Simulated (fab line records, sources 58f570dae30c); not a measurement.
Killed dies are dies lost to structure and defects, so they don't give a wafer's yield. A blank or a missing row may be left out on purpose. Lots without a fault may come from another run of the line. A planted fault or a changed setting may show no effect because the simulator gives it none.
fab line records | flow berkeley_cmos170
record lots=5 wafers=23
route steps=331 shown M3@322
start_h: hours from the record's first day to the start of the lot's first wafer shown | wait_h: hours since the lot's step before | " the same as in the row above | L1.1+2: a row that stands for several wafers | - no value, or no start given | * or withheld: withheld | < > ~ a bound
route shown NAME@n: a module of which the file shows steps, and the number in the route of the first | usual: mean/standard deviation of fault-free wafers | same: alike in all rows | chamber/n: place in a boat | sites: the reading at each site | _std_site: their standard deviation | _edge_site: outer sites' mean less inner sites' | radius_mm: how far each site lies from the wafer's centre | mask NAME#n: copy n | behind: the tool/chamber that last shaped the wafer | hold: why the lot was held/for how many hours/how that ended | device: the transistor (n, p or np) that didn't switch | end of line: the same wafers' tests at the end of the route | a step without rows: its recipe alone | killed: dies lost to structure and defects at the first sort, not the wafer's yield | map: a wafer's dies, x killed, . not, _ none there
set.NAME: the setting as run; set.NAME@STEP: as run at that earlier step | model.NAME: the simulator's own value behind a step, which no gauge read
lots whose settings were changed on purpose; a table a step, a row a wafer
## steps
# step UCB170_M3_PEB_13
# recipe peb_temp_c=130 peb_time_s=withheld resist=KrF
# columns lot.wafer tool chamber start_h wait_h set.peb_temp_c
L076.2+3+4 litho_track-01 0 165.20 0.5 130
L081.1+3+5 litho_track-03 0 195.79 0.1 130
L081.2+6 " 0 " " 131.4
L083.1+4 litho_track-04 0 199.48 0.1 130
L083.2+3+6 " 0 " " 129
L082.1+2+4 litho_track-04 0 203.41 0.1 131.2
L082.3+5 " 0 " " 130
L084.1+5 litho_track-03 0 205.07 0.3 126.6
L084.2+4+6 " 0 " " 130
# step UCB170_M3_DEVELOP_14
# recipe developer=TMAH develop_time_s=45 resist=KrF dev_temp_c=21
# step UCB170_M3_CD_MEAS_15
# recipe target_cd_nm=700
# usual cd_nm=700.6/1.7
# columns lot.wafer tool chamber start_h wait_h set.peb_temp_c@M3_PEB_13 cd_nm
L076.2 cd_sem-01 - 165.47 - 130 700.8
L076.3 " - " " 130 700.1
L076.4 " - " " 130 700.6
L081.1 cd_sem-01 - 196.07 - 130 699.6
L081.2 " - " " 131.4 690.0
L081.3 " - " " 130 697.2
L081.5 " - " " 130 699.3
L081.6 " - " " 131.4 689.9
L083.1 cd_sem-01 - 199.75 - 130 701.2
L083.2 " - " " 129 708.1
L083.3 " - " " 129 707.8
L083.4 " - " " 130 702.2
L083.6 " - " " 129 707.8
L082.1 cd_sem-02 - 203.68 - 131.2 695.6
L082.2 " - " " 131.2 695.3
L082.3 " - " " 130 703.2
L082.4 " - " " 131.2 695.0
L082.5 " - " " 130 703.6
L084.1 cd_sem-02 - 205.35 - 126.6 722.6
L084.2 " - " " 130 698.2
L084.4 " - " " 130 698.5
L084.5 " - " " 126.6 723.4
L084.6 " - " " 130 698.3
# step UCB170_M3_ETCH_17
# recipe chemistry=N2/H2 target_depth_a=withheld overetch_a=withheld target=BARC time_s=withheld source_w=500 bias_w=100 pressure_mtorr=30 n2_flow_sccm=100 h2_flow_sccm=200
# columns lot.wafer tool chamber start_h wait_h set.peb_temp_c@M3_PEB_13 model.M3.cd_nm
L076.2 rie_diel-01 1 165.61 0.0 130 701.3
L076.3 " 0 " " 130 700.5
L076.4 " 3 " " 130 700.1
L081.1 rie_diel-01 0 196.22 0.0 130 699.4
L081.2 " 3 " " 131.4 689
L081.3 " 1 " " 130 697.4
L081.5 " 1 " " 130 699
L081.6 " 2 " " 131.4 689.6
L083.1 rie_diel-01 2 199.91 0.0 130 701.2
L083.2 " 3 " " 129 707.9
L083.3 " 1 " " 129 708.6
L083.4 " 0 " " 130 702.2
L083.6 " 3 " " 129 707.5
L082.1 rie_diel-01 0 203.84 0.0 131.2 695.9
L082.2 " 3 " " 131.2 695.6
L082.3 " 2 " " 130 704.1
L082.4 " 1 " " 131.2 695.4
L082.5 " 0 " " 130 703.8
L084.1 rie_diel-01 3 205.50 0.0 126.6 722.1
L084.2 " 2 " " 130 698.1
L084.4 " 0 " " 130 698.6
L084.5 " 2 " " 126.6 723.6
L084.6 " 1 " " 130 698.8
# step UCB170_M3_METAL_ETCH_18
# recipe chemistry=Cl2/BCl3 target=Al stop_on=SiO2 pressure_mtorr=12 target_depth_a=11700 over_etch_frac=0.3 time_s=195 icp_w=600 bias_w=120 Cl2_flow_sccm=90 bcl3_flow_sccm=45
# columns lot.wafer tool chamber start_h wait_h set.icp_w model.KrF_of_M3_COAT_10.thk_nm
L076.2 rie_metal-03 1 165.65 - 600 214.8
L076.3 " 0 " " 600 226.1
L076.4 " 1 " " 600 214
L081.1 rie_metal-03 1 196.27 - 555.6 254.6
L081.2 " 0 " " 600 219.8
L081.3 " 1 " " 555.6 251.7
L081.5 " 0 " " 600 219.7
L081.6 " 1 " " 555.6 250
L083.1 rie_metal-04 0 199.95 - 600 200
L083.2 " 1 " " 600 216.9
L083.3 " 1 " " 580.6 228.8
L083.4 " 0 " " 580.6 222.1
L083.6 " 0 " " 580.6 217.2
L082.1 rie_metal-04 1 203.88 - 579.4 234.5
L082.2 " 0 " " 600 199.6
L082.3 " 0 " " 579.4 -
L082.4 " 1 " " 600 -
L082.5 " 1 " " 600 209.7
L084.1 rie_metal-02 0 205.55 - 600 -
L084.2+5 " 0 " " 665.3 -
L084.4 " 0 " " 665.3 147
L084.6 " 0 " " 600 213.8
# step UCB170_M3_STRIP_19
# recipe chemistry=O2 power_w=400 pressure_mtorr=3500 platen_temp_c=withheld o2_flow_sccm=400 overash_fraction=0.5
# usual oes_product_au=0.542/0.0094
# columns lot.wafer tool chamber start_h wait_h set.icp_w@M3_METAL_ETCH_18 oes_product_au
L076.2 plasma_asher-02 1 165.84 0.1 600 0.543
L076.3 " 0 " " 600 0.559
L076.4 " 1 " " 600 0.545
L081.1 plasma_asher-02 0 196.45 0.1 555.6 0.585
L081.2 " 1 " " 600 0.549
L081.3 " 1 " " 555.6 0.592
L081.5 " 0 " " 600 0.543
L081.6 " 1 " " 555.6 0.586
L083.1 plasma_asher-02 1 200.14 0.1 600 0.532
L083.2 " 0 " " 600 0.545
L083.3 " 0 " " 580.6 0.555
L083.4 " 1 " " 580.6 0.557
L083.6 " 0 " " 580.6 0.557
L082.1 plasma_asher-03 0 204.07 0.1 579.4 0.563
L082.2 " 1 " " 600 0.538
L082.3 " 0 " " 579.4 0.554
L082.4 " 1 " " 600 0.547
L082.5 " 1 " " 600 0.545
L084.1 plasma_asher-01 0 205.92 0.3 600 0.533
L084.2 " 1 " " 665.3 0.485
L084.4 " 1 " " 665.3 0.474
L084.5 " 0 " " 665.3 0.467
L084.6 " 1 " " 600 0.548
# step UCB170_M3_CD_MEAS_90
# recipe target_cd_nm=700
# usual cd_nm=702/4
# columns lot.wafer tool chamber start_h wait_h set.peb_temp_c@M3_PEB_13 cd_nm
L076.2 cd_sem-01 - 165.96 0.1 130 703
L076.3 " - " " 130 697
L076.4 " - " " 130 703
L081.1 cd_sem-01 - 196.55 0.1 130 706
L081.2 " - " " 131.4 685
L081.3 " - " " 130 704
L081.5 " - " " 130 694
L081.6 " - " " 131.4 696
L083.1 cd_sem-01 - 200.24 0.1 130 700
L083.2 " - " " 129 712
L083.3 " - " " 129 715
L083.4 " - " " 130 703
L083.6 " - " " 129 710
L082.1 cd_sem-01 - 204.17 0.1 131.2 699
L082.2 " - " " 131.2 697
L082.3 " - " " 130 708
L082.4 " - " " 131.2 698
L082.5 " - " " 130 708
L084.1 cd_sem-02 - 206.02 0.1 126.6 727
L084.2 " - " " 130 697
L084.4 " - " " 130 698
L084.5 " - " " 126.6 723
L084.6 " - " " 130 702
## key
split step=UCB170_M3_PEB_13 setting=peb_temp_c stated=130 by=wafer
response step=UCB170_M3_CD_MEAS_15 reading=cd_nm change=-9.13 per=1% r=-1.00
response step=UCB170_M3_ETCH_17 reading=model.M3.cd_nm change=-9.11 per=1% r=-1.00
response step=UCB170_M3_CD_MEAS_90 reading=cd_nm change=-10.3 per=1% r=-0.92
split step=UCB170_M3_METAL_ETCH_18 setting=icp_w stated=600 by=wafer
response step=UCB170_M3_METAL_ETCH_18 reading=model.KrF_of_M3_COAT_10.thk_nm change=-5.33 per=1% r=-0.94
response step=UCB170_M3_STRIP_19 reading=oes_product_au change=-0.00576 per=1% r=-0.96
